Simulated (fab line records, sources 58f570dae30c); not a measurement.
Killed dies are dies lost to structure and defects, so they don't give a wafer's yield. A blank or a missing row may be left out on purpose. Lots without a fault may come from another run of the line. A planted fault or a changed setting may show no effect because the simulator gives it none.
Split-lot experiment | flow berkeley_cmos170 | 5 lots, 14 wafers read, on a route of 331 steps

THE SPLIT
At UCB170_V1_CVD_00 (deposits SiO2 from TEOS/O2, target thk 2000 nm, time 250 s), the setting rf_w was moved away from the recipe's 550 W on 5 of the 14 wafers read, by -7.9% to +8.7%. The other wafers ran this setting at the recipe's value.

The reading is taken at the split's own step.

THE READING
SiO2_of_V1_CVD_00.thk_nm (the simulator's own value, which no gauge read), in nm, at UCB170_V1_CVD_00 (deposits SiO2 from TEOS/O2, target thk 2000 nm, time 250 s). The file gives no usual value for it. The 9 wafers here that ran the recipe average 1987 nm, standard deviation 22 nm.

wafer  | tool, chamber at the split | rf_w as run, W | against the recipe | SiO2_of_V1_CVD_00.thk_nm, nm | against lot-mates on the recipe
L074.1 | pecvd-02, 1                | 550            | recipe             | 1974                         | -
L074.3 | pecvd-02, 0                | 550            | recipe             | 1958                         | -
L074.4 | pecvd-02, 1                | 550            | recipe             | 1991                         | -
L076.1 | pecvd-02, 1                | 598            | +8.7%              | 2043                         | +57
L076.3 | pecvd-02, 0                | 550            | recipe             | 1986                         | -
L076.5 | pecvd-02, 2                | 598            | +8.7%              | 2063                         | +77
L077.1 | pecvd-03, 2                | 506.6          | -7.9%              | 1919                         | -79
L077.3 | pecvd-03, 0                | 506.6          | -7.9%              | 1912                         | -86
L077.4 | pecvd-03, 2                | 550            | recipe             | 1998                         | -
L079.2 | pecvd-03, 0                | 550            | recipe             | 1982                         | -
L079.4 | pecvd-03, 0                | 550            | recipe             | 2028                         | -
L079.5 | pecvd-03, 2                | 550            | recipe             | 2010                         | -
L080.2 | pecvd-02, 1                | 550            | recipe             | 1959                         | -
L080.6 | pecvd-02, 0                | 576.8          | +4.9%              | 2074                         | +115

THE FIT
A straight line over all 14 wafers: SiO2_of_V1_CVD_00.thk_nm changes by +8.96 nm for each +1% of rf_w; r = +0.89; the points scatter about the line by 23 nm.
The same after taking each lot's own level away (the mean of its wafers on the recipe; 14 wafers): +10.1 nm for each +1%; r = +0.90; scatter 24 nm.
On that fit, the largest move of rf_w shifts the reading by 88 nm.
The lots' own levels span 1959.0 to 2006.7 nm, that is 2.2 times the standard deviation above.
So the lot-to-lot level changes the slope: the two fits differ.
Check: with one of the wafers moved furthest among these (+8.7%) left out of the fit, the line predicts +103 nm for it against its lot-mates. It came out at +57 nm against them.

OTHER SPLITS ON THESE WAFERS
These wafers also went through other splits before the reading. Each is held against what the fit with the lots' levels taken away leaves over:
other split on the same wafers     | wafers away from the commonest value | r with SiO2_of_V1_CVD_00.thk_nm (lot level and that fit taken away)
UCB170_BACKSIDE_COAT_01 spin_rpm   | 6                                    | +0.19
UCB170_SILICIDE_SPUTTER_01 power_w | 5                                    | -0.11
UCB170_CONTACT_EXPOSE_12 dose_mj   | 3                                    | -0.01
UCB170_M1_COAT_04 spin_rpm         | 6                                    | -0.40

THE FILE'S OWN FIT
SiO2_of_V1_CVD_00.thk_nm changes by +10.6 nm for each +1% of rf_w, r = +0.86.
